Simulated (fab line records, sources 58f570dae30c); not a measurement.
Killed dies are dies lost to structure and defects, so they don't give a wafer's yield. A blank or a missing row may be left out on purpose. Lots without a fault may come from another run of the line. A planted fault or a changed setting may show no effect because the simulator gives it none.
fab line records | flow berkeley_cmos170
record lots=15 wafers=45 last_day=12
route steps=331 shown NLDD@163
lots that met no fault: from a run of the same line without faults
start_h: hours from the record's first day to the start of the lot's first wafer shown | wait_h: hours since the lot's step before | " the same as in the row above | L1.1+2: a row that stands for several wafers | - no value, or no start given | * or withheld: withheld | < > ~ a bound
route shown NAME@n: a module of which the file shows steps, and the number in the route of the first | usual: mean/standard deviation of fault-free wafers | same: alike in all rows | chamber/n: place in a boat | sites: the reading at each site | _std_site: their standard deviation | _edge_site: outer sites' mean less inner sites' | radius_mm: how far each site lies from the wafer's centre | mask NAME#n: copy n | behind: the tool/chamber that last shaped the wafer | hold: why the lot was held/for how many hours/how that ended | device: the transistor (n, p or np) that didn't switch | end of line: the same wafers' tests at the end of the route | a step without rows: its recipe alone | killed: dies lost to structure and defects at the first sort, not the wafer's yield | map: a wafer's dies, x killed, . not, _ none there
set.NAME: the setting as run; set.NAME@STEP: as run at that earlier step | model.NAME: the simulator's own value behind a step, which no gauge read
steps of the route over a sample of lots; a table a step, a row a wafer
## steps
# step UCB170_NLDD_DEVELOP_05
# recipe developer=TMAH develop_time_s=45 resist=KrF dev_temp_c=21
# usual developer_temp_C=20.98/0.11
# columns lot.wafer tool chamber start_h wait_h developer_temp_C
L776.1 litho_track-02 0 162 - 21.06
L776.2 " 0 " " 21.04
L776.6 " 0 " " 21.00
L777.1 litho_track-04 0 167 - 21.02
L777.3 " 0 " " 20.89
L777.4 " 0 " " 20.94
L780.1 litho_track-02 0 168 - 21.00
L780.3 " 0 " " 20.85
L780.5 " 0 " " 20.93
L778.1 litho_track-02 0 168 - 21.08
L778.2 " 0 " " 21.15
L778.3 " 0 " " 21.07
L779.1 litho_track-01 0 169 - 21.06
L779.4 " 0 " " 21.16
L779.5 " 0 " " 21.08
L783.2 litho_track-02 0 197 - 20.92
L783.4 " 0 " " 20.76
L783.6 " 0 " " 20.75
L785.3 litho_track-02 0 197 - 21.72
L785.4 " 0 " " 21.97
L785.6 " 0 " " 21.65
L786.2 litho_track-02 0 215 - 21.62
L786.5 " 0 " " 21.70
L786.6 " 0 " " 21.77
L787.1 litho_track-02 0 216 - 21.76
L787.4 " 0 " " 21.88
L787.6 " 0 " " 21.81
L791.3 litho_track-01 0 223 - 21.31
L791.5 " 0 " " 21.11
L791.6 " 0 " " 21.14
L792.1 litho_track-04 0 240 - 20.97
L792.4 " 0 " " 21.14
L792.5 " 0 " " 21.08
L797.1 litho_track-04 0 251 - 20.85
L797.2 " 0 " " 20.94
L797.3 " 0 252 - 20.86
L796.3 litho_track-01 0 252 - 20.94
L796.4 " 0 " " 20.92
L796.6 " 0 " " 21.01
L795.1 litho_track-04 0 252 - 20.98
L795.3 " 0 " " 20.94
L795.6 " 0 " " 20.89
L794.3 litho_track-01 0 252 - 21.05
L794.4 " 0 " " 21.00
L794.6 " 0 " " 21.04
## key
first_sign step=UCB170_NLDD_DEVELOP_05 reading=developer_temp_C direction=up sigmas=7.4 usual=* struck=*
effect none on later readings
met_at UCB170_NLDD_DEVELOP_05
struck_lots L785,L786,L787
sort_left_out L785.3,L785.4,L785.6
tester_left_out L785,L786,L787
fault kind=process_parameter_drift tool=litho_track-02 chamber=- onset_h=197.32 steps=UCB170_NLDD_DEVELOP_05 channel=dev_temp_c offset=* shape=step end_h=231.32 acts_in=* stated=*
# tester_left_out: of these lots the tester's yield and bins aren't shown, on N5 and GAA mostly nor the transistor test; their killed dies are dies lost to structure and defects alone, not to doping, threshold or leakage, so they don't give the yield
# sort_left_out: the simulated sort isn't trusted on such a fault, so these wafers' sort isn't shown, and their yield isn't known
